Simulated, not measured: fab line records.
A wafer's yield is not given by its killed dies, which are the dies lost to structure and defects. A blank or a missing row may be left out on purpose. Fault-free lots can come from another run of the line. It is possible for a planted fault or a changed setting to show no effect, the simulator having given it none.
Comparing a struck lot with a sound one || flow berkeley-cmos170 || 14 steps out of a route of 331
Sound: these wafers, L778.4, L778.5, L778.6. Struck: wafers L786.1, L786.3, L786.4. The cause is named last.
Each step with rows lists, per side, the tool, then ch with its chambers, then its first start. Under that, the readings that differ: sound wafers || struck wafers || difference of the means || sigmas: that difference in standard deviations of wafers without a fault.
alike: same words and numbers on both sides, and readings whose means sit less than 2 such deviations apart. not compared: any withheld reading, any reading some wafer has no value for, any bound like >300 that may hide the same value, and any number with overlapping values for which the record gives no deviation.
A row with sigmas, a row that says differs or no value, or rows on one side alone: a step with any of these is where the two part. Non-overlapping numbers with no deviation appear without sigmas and do not part them. Lack of a reading on every wafer of one side parts them only where that side has two or more wafers.

UCB170_PLDD_CD_MEAS_06: target cd 1200 nm.
  sound on cd-sem-02 at day 7 21:52; struck on cd-sem-01 at day 9 19:47
  alike: cd-nm
UCB170_PLDD_OVL_MEAS_07:
  sound on overlay-01 at day 7 21:56; struck on overlay-02 at day 9 19:55
  alike: PLDD_OVL
then, 2 steps without rows for these wafers: UCB170_PLDD_IMPLANT_08; UCB170_PLDD_IMPLANT_09.
UCB170_PLDD_STRIP_10: strips in O2.
  sound on plasma-asher-01 ch 0,1, day 7 22:17; struck on plasma-asher-03 ch 0,1, day 9 20:14
  alike: drypump-motor-current-A, oes-product-au, strip-time-to-endpoint-s
  not compared: rf-hours-counter-h
UCB170_PLDD_TW_MEAS_11:
  sound on film-metro-04 at day 7 22:23; struck on film-metro-03 at day 9 20:20
  alike: PLDD_TW
then, 6 steps without rows for these wafers: UCB170_PLDD_CLEAN_12 (cleans in SPM, time 600 s); UCB170_NLDD_HMDS_00 (prime time 60 s); UCB170_NLDD_COAT_01 (resist thk 900 nm); UCB170_NLDD_SOFTBAKE_02 (time 60 s); UCB170_NLDD_EXPOSE_03 (exposes mask NSELECT, target cd 1200 nm); UCB170_NLDD_PEB_04.
UCB170_NLDD_DEVELOP_05: develop time 45 s.
  sound on litho-track-02 ch 0, day 8 00:00; struck on litho-track-02 ch 0, day 9 23:00
{"reading": "developer-temp-C (C)", "sound": "21.07 20.95 21.11", "struck": "21.86 21.85 21.61", "difference": "+0.73", "sigmas": "+7"}
UCB170_NLDD_CD_MEAS_06: target cd 1200 nm.
  sound on cd-sem-02 at day 8 01:04; struck on cd-sem-02 at day 9 23:40
  alike: cd-nm

WHERE THEY PART
Only at UCB170_NLDD_DEVELOP_05, as far as this record shows. Later steps at which nothing parts them and some readings are alike: UCB170_NLDD_CD_MEAS_06.

WHY: whatever the simulator had introduced
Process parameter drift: litho-track-02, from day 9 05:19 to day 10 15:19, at UCB170_NLDD_DEVELOP_05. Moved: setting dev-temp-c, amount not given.
